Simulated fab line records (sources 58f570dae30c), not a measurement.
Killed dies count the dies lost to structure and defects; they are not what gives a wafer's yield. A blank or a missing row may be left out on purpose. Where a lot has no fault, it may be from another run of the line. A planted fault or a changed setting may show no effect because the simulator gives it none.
Comparing a struck lot with a sound one :: flow berkeley-cmos170 :: 13 out of 331 route steps
Sound: wafers L341.1, L341.4, L341.5. Struck: wafers L328.4, L328.5, L328.6. The cause comes at the end.
Order at every step that has rows: each side's tool, ch and its chambers, its first start. Under that, the readings that differ: sound wafers :: struck wafers :: difference of the means :: sigmas: that difference in standard deviations of wafers without a fault.
alike: a reading whose means differ by less than 2 such deviations, as well as words and numbers matching on both sides. not compared: withheld readings; readings where some wafer has no value; bounds like >300 that might hide an equal value; numbers whose values overlap and for which the record gives no deviation.
A row with sigmas, a row that says differs or no value, or rows on one side alone: a step with any of these is where the two part. Numbers that have no deviation but don't overlap get no sigmas and don't part them. Lack of a reading on every wafer of one side parts them only where that side has two or more wafers.

UCB170_FIELD_THK_MEAS_02:
  sound: film-metro-01 at day 9 03:40; struck: film-metro-03 at day 6 12:34
  alike: FIELD_OXIDE_THK
then, 4 steps without rows for these wafers: UCB170_FIELD_ANNEAL_03 (time 1200 s); UCB170_FIELD_WET_ETCH_04 (etches SiO2 in dHF, time 60 s); UCB170_FIELD_WET_ETCH_05 (etches Si3N4 in H3PO4, time 12600 s); UCB170_FIELD_WET_ETCH_06 (etches SiO2 in BOE, time 22 s).
UCB170_FIELD_THK_MEAS_90:
  sound: film-metro-01 at day 9 12:51; struck: film-metro-04 at day 6 20:00
reading: FIELD_OXIDE_LEFT_1_THK (nm)
sound: 451 442 451
struck: 418 429 423
difference: -25
sigmas: -2
then, 2 steps without rows for these wafers: UCB170_SACOX_CLEAN_00 (cleans in dHF, time 7.5 s); UCB170_SACOX_OXIDATION_01 (target thk 14.4 nm, ox time 2400 s).
UCB170_SACOX_THK_MEAS_02:
  sound: film-metro-04 at day 9 17:44; struck: film-metro-04 at day 6 23:38
  alike: SACOX_OXIDE_THK
then, 2 steps without rows for these wafers: UCB170_SCREENOX_WET_ETCH_00 (etches SiO2 in dHF, time 200 s); UCB170_SCREENOX_OXIDATION_01 (target thk 14.4 nm, ox time 2400 s).
UCB170_SCREENOX_THK_MEAS_02:
  sound: film-metro-01 at day 9 22:01; struck: film-metro-02 at day 7 04:10
  alike: SCREENOX_OXIDE_THK
UCB170_SCREENOX_ANNEAL_03: time 900 s.
  struck on furnace-01, day 7 07:39; sound on furnace-02 ch 0, day 10 00:38
  no value came back on the struck wafers for spike-tc-centre-C (C), spike-tc-load-C (C), zone-power-source-pct (%); on the sound wafers spike-tc-centre-C (C) reads 903.0 902.7 902.2

WHERE THEY PART
Earliest at UCB170_FIELD_THK_MEAS_90; latest, in this record, at UCB170_SCREENOX_ANNEAL_03.

WHY: what the simulator had put in
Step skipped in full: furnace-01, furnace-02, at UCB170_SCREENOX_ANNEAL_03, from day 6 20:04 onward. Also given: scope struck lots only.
